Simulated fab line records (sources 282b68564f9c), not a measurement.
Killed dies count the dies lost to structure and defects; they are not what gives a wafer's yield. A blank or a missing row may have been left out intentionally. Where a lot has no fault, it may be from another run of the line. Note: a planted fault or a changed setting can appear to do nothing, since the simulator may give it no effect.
Which of the tools did it?	flow rit_cmos	6 lots (18 wafers sampled), 1 step of a 202-step route

## WHAT THE GAUGES READ, wafer by wafer
RIT_PWELL_OVL_MEAS_06.
lot	measured	on	PWELL_OVL (nm)
L360	day 2 03:48	overlay-02	-1.3 -2.8 -2.3
L363	day 2 19:47	overlay-02	-0.9 0.5 1.2
L369	day 4 01:55	overlay-01	-1.8 -0.2 -2.1
L375	day 5 07:52	overlay-02	-0.2 0.7 1.2
L379	day 6 02:37	overlay-02	-0.5 -2.5 -3.5
L381	day 6 15:09	overlay-02	0.0 -1.1 -1.4

## TOOL THAT RAN EACH LOT (tool first, then ch and the chambers of the sampled wafers, then the start)
The record holds no process step before these readings.

## THE ANSWER, worked out from the rows above alone
Rule: what is usual is taken from the lots themselves. Put in order of their means at a reading, lots are off if they are a third of the lots or fewer, leave a main group of 4 or more, and stand apart from it by a gap of 3 or more times the standard deviation of the main group's means; of several such gaps the widest counts. If all means in a main group match to the digits the tables above print for the reading, that group is not used. Also off: a lot with no number at a reading for which 4 or more lots have one. The other lots that the step has rows for count as sound.
None of the lots is off at any reading shown; this tells nothing.

## WHAT THE SIMULATOR PUT IN
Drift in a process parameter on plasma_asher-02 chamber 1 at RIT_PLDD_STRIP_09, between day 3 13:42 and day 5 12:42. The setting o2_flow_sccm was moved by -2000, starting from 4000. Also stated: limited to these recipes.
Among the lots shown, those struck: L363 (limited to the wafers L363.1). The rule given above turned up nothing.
